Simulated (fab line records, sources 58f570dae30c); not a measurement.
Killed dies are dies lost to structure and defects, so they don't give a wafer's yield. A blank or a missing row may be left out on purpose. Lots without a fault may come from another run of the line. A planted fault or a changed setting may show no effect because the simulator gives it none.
Which tool did it? | flow berkeley_cmos170 | 7 lots, 21 wafers sampled, at 2 steps of a route of 331

WHAT THE GAUGES READ, wafer by wafer
UCB170_PWELL_THK_MEAS_06.
lot  | measured    | on            | PWELL_NITRIDE_THK (nm)
L388 | day 3 22:14 | film_metro-04 | 218.4 218.4 217.4
L390 | day 4 12:44 | film_metro-03 | 221.6 219.9 223.7
L392 | day 4 20:44 | film_metro-02 | 218.3 218.9 218.8
L394 | day 5 04:37 | film_metro-02 | 218.9 221.6 221.1
L399 | day 6 03:15 | film_metro-02 | 189.6 188.8 190.2
L405 | day 7 06:26 | film_metro-04 | 217.5 221.2 220.8
L408 | day 8 00:55 | film_metro-04 | 219.6 220.3 219.5

WHICH TOOL RAN EACH LOT (tool, then ch and the chambers of the sampled wafers, then the start)
lot  | UCB170_PWELL_CVD_05
L388 | lpcvd-01 ch 1, day 3 20:19
L390 | lpcvd-02 ch 0, day 4 09:50
L392 | lpcvd-02 ch 0, day 4 18:49
L394 | lpcvd-01 ch 1, day 5 02:42
L399 | lpcvd-02 ch 0, day 6 01:16
L405 | lpcvd-01 ch 1, day 7 04:31
L408 | lpcvd-01 ch 0, day 7 23:00
- UCB170_PWELL_CVD_05: deposits Si3N4 from SiH2Cl2/NH3, target thk 220 nm, time 3300 s.

THE ANSWER, worked out from the rows above alone
Rule: what is usual is taken from the lots themselves. Put in order of their means at a reading, lots are off if they are a third of the lots or fewer, leave a main group of 4 or more, and stand apart from it by a gap of 3 or more times the standard deviation of the main group's means; of several such gaps the widest counts. A main group whose means are all the same, to the digits that the tables above print for the reading, isn't used. A lot without any number at a reading at which 4 lots or more have one is off too. The other lots that the step has rows for count as sound.
Off: L399, at UCB170_PWELL_THK_MEAS_06 (PWELL_NITRIDE_THK). The main group: mean 219.8 nm, standard deviation 1.2.
A tool fits if, at a process step before that reading, it ran every lot that is off, and no sound lot after the first of them. The gauges at UCB170_PWELL_THK_MEAS_06 are tried like those tools. Can't be told from this: 2 tools fit, lpcvd-02 at UCB170_PWELL_CVD_05, film_metro-02 at UCB170_PWELL_THK_MEAS_06.

WHAT THE SIMULATOR HAD PUT IN
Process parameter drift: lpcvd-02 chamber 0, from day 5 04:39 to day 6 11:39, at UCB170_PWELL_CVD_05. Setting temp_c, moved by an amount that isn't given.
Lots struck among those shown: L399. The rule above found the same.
